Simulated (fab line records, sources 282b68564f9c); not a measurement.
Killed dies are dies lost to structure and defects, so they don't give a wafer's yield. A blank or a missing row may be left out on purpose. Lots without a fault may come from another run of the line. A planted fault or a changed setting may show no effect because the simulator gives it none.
A struck lot beside a sound one | flow rit_cmos | 14 steps out of a route of 202
Sound: wafers L678.1, L678.5, L678.6. Struck: wafers L700.1, L700.3, L700.4. The cause comes at the end.
At each step with rows: each side's tool, then ch and its chambers, then its first start. Under that, the readings that differ: sound wafers | struck wafers | difference of the means | sigmas: that difference in standard deviations of wafers without a fault.
alike: readings whose means differ by less than 2 such deviations, and words and numbers that are the same on both sides. not compared: withheld readings, readings that some wafer has no value for, bounds like >300 that may hide the same value, and numbers for which the record gives no deviation and whose values overlap.
The two part at a step that has a row with sigmas, a row that says differs or no value, or rows on one side only. Numbers that don't overlap but have no deviation are shown without sigmas and don't part them. A reading that every wafer of one side lacks parts them only if that side has two wafers or more.

first, 3 steps without rows for these wafers: RIT_NSD_EXPOSE_03 (exposes mask M9, target cd 40700 nm); RIT_NSD_PEB_04; RIT_NSD_DEVELOP_05 (develop time 50 s).
RIT_NSD_OVL_MEAS_06:
  sound on overlay-02, day 2 23:58; struck on overlay-02, day 7 13:05
  alike: NSD_OVL
then, 2 steps without rows for these wafers: RIT_NSD_HARDBAKE_07 (time 60 s); RIT_NSD_IMPLANT_08.
RIT_NSD_STRIP_09: strips in O2, time 180 s.
  sound on plasma_asher-01 ch 0,1, day 3 00:17; struck on plasma_asher-01 ch 0,1, day 7 13:25
  alike: drypump_motor_current_A
  not compared: rf_hours_counter_h
RIT_NSD_TW_MEAS_10:
  sound on film_metro-04, day 3 00:28; struck on film_metro-04, day 7 13:36
  alike: NSD_TW
then, 4 steps without rows for these wafers: RIT_PSD_HMDS_00 (prime time 60 s); RIT_PSD_COAT_01 (resist thk 1000 nm); RIT_PSD_SOFTBAKE_02 (time 60 s); RIT_PSD_EXPOSE_03 (exposes mask M10, target cd 40900 nm).
RIT_PSD_PEB_04:
  sound on litho_track-01 ch 0, day 3 01:08; struck on litho_track-03, day 7 14:13
  reading         | sound          | struck | difference                    | sigmas
  exhaust_pa (Pa) | 44.9 45.2 45.6 | - - -  | no value on the struck wafers |
  not compared: chill_plate_temp_C
then, 1 step without rows for these wafers: RIT_PSD_DEVELOP_05 (develop time 50 s).

WHERE THEY PART
Only at RIT_PSD_PEB_04, within this record.

WHY: what the simulator had put in
Skipped step whole: litho_track-03, from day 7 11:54 on, at RIT_PSD_PEB_04. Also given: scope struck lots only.
